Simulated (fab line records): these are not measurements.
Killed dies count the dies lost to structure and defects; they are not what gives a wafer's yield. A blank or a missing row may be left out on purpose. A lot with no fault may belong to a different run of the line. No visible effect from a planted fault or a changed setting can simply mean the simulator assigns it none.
A struck lot beside a sound one | flow rit-cmos | 15 out of 202 route steps
Sound: wafers L179.2, L179.3, L179.4. The struck wafers were L183.3, L183.4, L183.6. At the end, the cause is stated.
Order at every step that has rows: each side's tool, ch and its chambers, its first start. Under that, the readings that differ: sound wafers | struck wafers | difference of the means | sigmas: that difference in standard deviations of wafers without a fault.
alike: readings whose means differ by less than 2 such deviations, and words and numbers that are the same on both sides. not compared: withheld readings, readings that some wafer has no value for, bounds like >300 that may hide the same value, and numbers for which the record gives no deviation and whose values overlap.
A row with sigmas, a row that says differs or no value, or rows on one side alone: a step with any of these is where the two part. Non-overlapping numbers with no deviation appear without sigmas and do not part them. A reading that every wafer of one side lacks parts them only if that side has two wafers or more.

RIT_M1_RS_MEAS_01: a four-point-probe measurement.
  sound on film-metro-04 at day 5 23:44; struck on film-metro-02 at day 6 21:05
  reading           | sound                | struck               | difference | sigmas
  M1_AL_RS (ohm/sq) | 0.0722 0.0722 0.0715 | 0.0696 0.0702 0.0696 | -0.0022    | -3
RIT_M1_THK_MEAS_02: measures by xrf.
  sound on film-metro-04 at day 5 23:51; struck on film-metro-02 at day 6 21:11
  reading        | sound       | struck      | difference | sigmas
  M1_AL_THK (nm) | 410 412 416 | 424 423 423 | +11        | +3
then, 6 steps without rows for these wafers: RIT_M1_HMDS_03 (prime time 60 s); RIT_M1_COAT_04 (resist thk 1300 nm); RIT_M1_SOFTBAKE_05 (time 60 s); RIT_M1_EXPOSE_06 (exposes mask M12, target cd 2600 nm); RIT_M1_PEB_07; RIT_M1_DEVELOP_08 (develop time 68 s).
RIT_M1_CD_MEAS_09 targets a cd of 2600 nm.
  sound on cd-sem-02 at day 6 01:05; struck on cd-sem-02 at day 6 22:09
  alike: cd-nm
RIT_M1_OVL_MEAS_10:
  sound on overlay-01 at day 6 01:12; struck on overlay-01 at day 6 22:14
  alike: M1_OVL
then, 1 step without rows for these wafers: RIT_M1_HARDBAKE_11 (time 120 s).
RIT_M1_METAL_ETCH_12: etches Al in Cl2/BCl3, stops on SiO2, time 165 s, target depth 600 nm.
  sound on rie-metal-04 ch 0,1, day 6 01:29; struck on rie-metal-04 ch 0,1, day 6 22:34
  alike: drypump-motor-current-A, oes-product-au, throttle-valve-pct
  not compared: rf-hours-counter-h
RIT_M1_STRIP_13: strips in nmp, time 600 s.
  sound on wet-bench-02 ch 3, day 6 01:38; struck on wet-bench-02 ch 0, day 6 22:40
  reading          | sound       | struck      | difference | sigmas
  run-length-s (s) | 624 624 624 | 774 774 774 | +150       | +50
RIT_M1_STRIP_14: strips in O2, time 180 s.
  sound on plasma-asher-02 ch 0,1, day 6 01:49; struck on plasma-asher-04 ch 0,1, day 6 22:55
  alike: drypump-motor-current-A, run-length-s
  not compared: rf-hours-counter-h
RIT_M1_PROBE_99:
  sound on prober-02 at day 6 03:47; struck on prober-02 at day 7 00:53
  alike: defect-limited-yield, killed-at-contacts, killed-at-front-end, killed-dies, killed-open, killed-short, sort_bin_3_pad_short, sort_bin_5_function, sort_bin_6_memory, sort-n-pass, sort-yield-pct

== WHERE THEY PART ==
First at RIT_M1_RS_MEAS_01; last, within this record, at RIT_M1_STRIP_13. Later steps at which nothing parts them and some readings are alike: RIT_M1_STRIP_14, RIT_M1_PROBE_99.

WHY: what had been put in by the simulator
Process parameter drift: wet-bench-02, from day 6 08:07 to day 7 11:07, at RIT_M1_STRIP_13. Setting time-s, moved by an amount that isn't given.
